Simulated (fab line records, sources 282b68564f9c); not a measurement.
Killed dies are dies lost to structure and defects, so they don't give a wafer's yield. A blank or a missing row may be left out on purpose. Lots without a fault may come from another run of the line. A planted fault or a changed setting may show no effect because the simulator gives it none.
A struck lot beside a sound one | flow rit_cmos | 18 steps out of a route of 202
Sound: wafers L113.3, L113.5, L113.6. Struck: wafers L127.2, L127.3, L127.4. The cause comes at the end.
At each step with rows: each side's tool, then ch and its chambers, then its first start. Under that, the readings that differ: sound wafers | struck wafers | difference of the means | sigmas: that difference in standard deviations of wafers without a fault.
alike: readings whose means differ by less than 2 such deviations, and words and numbers that are the same on both sides. not compared: withheld readings, readings that some wafer has no value for, bounds like >300 that may hide the same value, and numbers for which the record gives no deviation and whose values overlap.
The two part at a step that has a row with sigmas, a row that says differs or no value, or rows on one side only. Numbers that don't overlap but have no deviation are shown without sigmas and don't part them. A reading that every wafer of one side lacks parts them only if that side has two wafers or more.

first, 1 step without rows for these wafers: RIT_GATE_HARDBAKE_18 (time 60 s).
RIT_GATE_ETCH_19: etches poly-Si in SF6/CHF3/O2, stops on SiO2, time 165 s, target depth 312.5 nm.
  sound on rie_si-02 ch 0,2,3, day 3 17:50; struck on rie_si-02 ch 0,1,3, day 6 15:28
  alike: CHF3_flow_sccm, drypump_motor_current_A, oes_product_au, throttle_valve_pct
  not compared: rf_hours_counter_h
RIT_GATE_STRIP_20: strips in O2, time 180 s.
  sound on plasma_asher-02 ch 0,1, day 3 17:59; struck on plasma_asher-03 ch 0,1, day 6 15:35
  alike: drypump_motor_current_A, o2_flow_sccm
  not compared: rf_hours_counter_h
RIT_GATE_CD_MEAS_90: target cd 150 nm.
  sound on cd_sem-02, day 3 18:09; struck on cd_sem-02, day 6 15:46
  alike: cd_nm
then, 4 steps without rows for these wafers: RIT_REOX_CLEAN_00 (cleans in SC1, time 600 s); RIT_REOX_CLEAN_01 (cleans in dHF, time 30 s); RIT_REOX_CLEAN_02 (cleans in SC2, time 600 s); RIT_REOX_OXIDATION_03 (target thk 25.2 nm, ox time 5580 s).
RIT_REOX_THK_MEAS_04:
  sound on film_metro-04, day 3 22:07; struck on film_metro-04, day 6 19:37
  alike: REOX_OXIDE_THK
then, 3 steps without rows for these wafers: RIT_NLDD_HMDS_00 (prime time 60 s); RIT_NLDD_COAT_01 (resist thk 1000 nm); RIT_NLDD_SOFTBAKE_02 (time 60 s).
RIT_NLDD_EXPOSE_03: exposes mask M7, target cd 40700 nm.
  sound on iline_stepper-02 ch 0, day 3 22:39; struck on iline_stepper-02 ch 0, day 6 20:19
  alike: mask, exposure_dose_mJ_cm2
then, 2 steps without rows for these wafers: RIT_NLDD_PEB_04; RIT_NLDD_DEVELOP_05 (develop time 50 s).
RIT_NLDD_OVL_MEAS_06:
  sound on overlay-02, day 3 23:01; struck on overlay-01, day 6 20:43
  reading       | sound        | struck         | difference | sigmas
  NLDD_OVL (nm) | 0.4 0.4 -0.4 | -8.4 -7.6 -6.6 | -7.7       | -6
then, 1 step without rows for these wafers: RIT_NLDD_HARDBAKE_07 (time 60 s).
RIT_M1_PROBE_99:
  the record has rows for the struck wafers here (prober-01, day 7 16:02) and none for the sound ones

WHERE THEY PART
First at RIT_NLDD_OVL_MEAS_06; last, within this record, at RIT_M1_PROBE_99.

WHY: what the simulator had put in
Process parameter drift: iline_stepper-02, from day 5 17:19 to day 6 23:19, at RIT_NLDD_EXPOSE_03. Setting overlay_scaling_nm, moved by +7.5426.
